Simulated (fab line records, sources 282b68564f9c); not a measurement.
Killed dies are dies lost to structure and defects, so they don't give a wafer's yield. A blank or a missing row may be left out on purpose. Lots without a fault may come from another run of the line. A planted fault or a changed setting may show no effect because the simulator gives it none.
Problem report in the 8D (eight disciplines) form, filled by code | flow rit_cmos | the parts of the form that need people (team, actions taken, sign-off) are left out

1. THE PROBLEM
cd_nm at RIT_M1_CD_MEAS_09 reads a mean of 2574.6 nm on 6 wafers of 2 lots; wafers without a fault read 2601.0 nm with a standard deviation of 2.1. That is -13 standard deviations from the usual mean.
The step: target cd 2600 nm.
First seen on wafer L636.1, day 6 15:19, on cd_sem-01. The record holds 42 wafers of 14 lots with a number at this step. Rule for "out", or "out of limits": more than 4 standard deviations from the usual mean. The other wafers with a number count as sound.

2. WHAT IT IS AND WHAT IT IS NOT
question                    | is                     | is not
which readings at this step | cd_nm                  | -
which lots                  | L636, L637             | L620, L623, L624, L625, L626, L627, L630, L631, L632, L640, L641, L643
which wafers of those lots  | all that have a number | -
read on which gauges        | cd_sem-01              | cd_sem-02
when                        | from day 6 15:19       | up to then (27 sound wafers); but 9 sound wafers of L640, L641, L643 came after

3. SUSPECTS, AND WHAT RULES EACH OUT
Counting: a tool at a process step up to the reading stays a suspect if it ran every lot that is out and no sound lot after the first of them.
- the gauge at RIT_M1_CD_MEAS_09: kept. All the wafers that are out were read on cd_sem-01, and no step on other tools shows them out.
- litho_track-04 at RIT_M1_COAT_04 (resist thk 1300 nm): kept. It ran every lot that is out, first L636 (day 6 14:25), and no sound lot after that; its last sound lot up to then is L632 (day 5 17:35).
Left after counting: litho_track-04 at RIT_M1_COAT_04, cd_sem-01 at RIT_M1_CD_MEAS_09.

4. THE CAUSE (what the simulator had put in)
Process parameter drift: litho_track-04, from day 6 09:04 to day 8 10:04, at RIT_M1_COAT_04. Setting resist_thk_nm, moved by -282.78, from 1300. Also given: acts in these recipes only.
Counting left 2 suspects, and this tool is among them.

5. THE CHAIN OF EFFECTS, in route order
Each row: a reading whose mean over the struck wafers that have a number lies more than 3 standard deviations from the usual. Only readings for which the record gives a usual standard deviation are gone through. hours: the time from each lot's start at the first step in this table that gives one to its start at this step, as a median over the lots. sigmas: the change in usual standard deviations.
hours | step              | reading | usual     | on struck wafers | change | sigmas
0     | RIT_M1_CD_MEAS_09 | cd_nm   | 2601.0 nm | 2574.6           | -26.4  | -13

6. WHAT WOULD HAVE CAUGHT IT SOONER
In this record the first reading out of limits at a measuring or inspecting step was taken at day 6 15:19, 6 hours after the fault began at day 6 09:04.
Of the lots that are out (2), L637 began RIT_M1_COAT_04 on litho_track-04 after day 6 15:19. A hold on the tool at that time would have spared it.
